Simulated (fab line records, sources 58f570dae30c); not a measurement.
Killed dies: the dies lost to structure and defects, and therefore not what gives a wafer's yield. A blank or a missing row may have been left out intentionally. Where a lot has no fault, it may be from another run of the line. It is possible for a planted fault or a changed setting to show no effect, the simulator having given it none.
Matching of chambers    flow berkeley_cmos170    cmp-01 running UCB170_V2_CMP_02: 4 sister chambers
The step polishes SiO2. 14 wafers are shown with their chamber, then 7 later ones without.

== EACH WAFER AND ITS CHAMBER ==
wafer   chamber  motor_current_A (A)  slurry_filter_dp_kPa (kPa)
L770.1  1        16.8                 13.51
L770.3  0        16.1                 13.60
L770.5  2        16.5                 13.64
L774.1  2        18.0                 13.54
L774.4  1        17.0                 13.54
L774.6  0        16.3                 13.28
L773.4  1        16.5                 13.28
L773.5  1        16.4                 13.59
L773.6  2        18.4                 13.50
L776.3  1        15.7                 13.31
L776.5  2        18.2                 13.53
L776.6  1        17.0                 13.32
L780.1  2        18.0                 13.47
L780.3  3        17.2                 13.70

SIGNATURES, as means of the wafers listed above
reading               chamber 0  chamber 1  chamber 2  chamber 3  scatter within a chamber
motor_current_A       16.200     16.567     17.820     17.200     0.593
slurry_filter_dp_kPa  13.4400    13.4250    13.5360    13.7000    0.127
Rule: a wafer's distance from a chamber is the root of the sum, over the readings, of the square of ((its reading less the chamber's mean) divided by the reading's scatter). The wafer belongs to the nearest chamber; if the next one is less than 2 further off, it can't be placed. How the scatter is found: for the shown wafers, subtract from each reading the mean of its chamber, square and add these, divide the total by (wafers less chambers), then take the root.

== WAFERS MISSING THEIR CHAMBER ==
wafer   motor_current_A (A)  slurry_filter_dp_kPa (kPa)
L780.5  16.1                 13.84
L785.1  16.0                 13.30
L785.3  16.4                 13.38
L785.5  16.7                 13.55
L788.1  15.6                 13.60
L788.2  16.1                 13.66
L788.5  17.0                 13.60

== WHICH CHAMBER EACH ONE RAN IN ==
wafer   from the rows above                in truth
L780.5  can't be placed: 3 or 0 or 1 or 2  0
L785.1  can't be placed: 0 or 1            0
L785.3  can't be placed: 1 or 0            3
L785.5  can't be placed: 1 or 0 or 3 or 2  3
L788.1  can't be placed: 0 or 1 or 3       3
L788.2  can't be placed: 0 or 3 or 1 or 2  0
L788.5  can't be placed: 3 or 2 or 1 or 0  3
Correct placement for 0 of the 7. These rows do not allow placing 7 (true chamber among the candidates in 6). Number placed wrongly: 0.
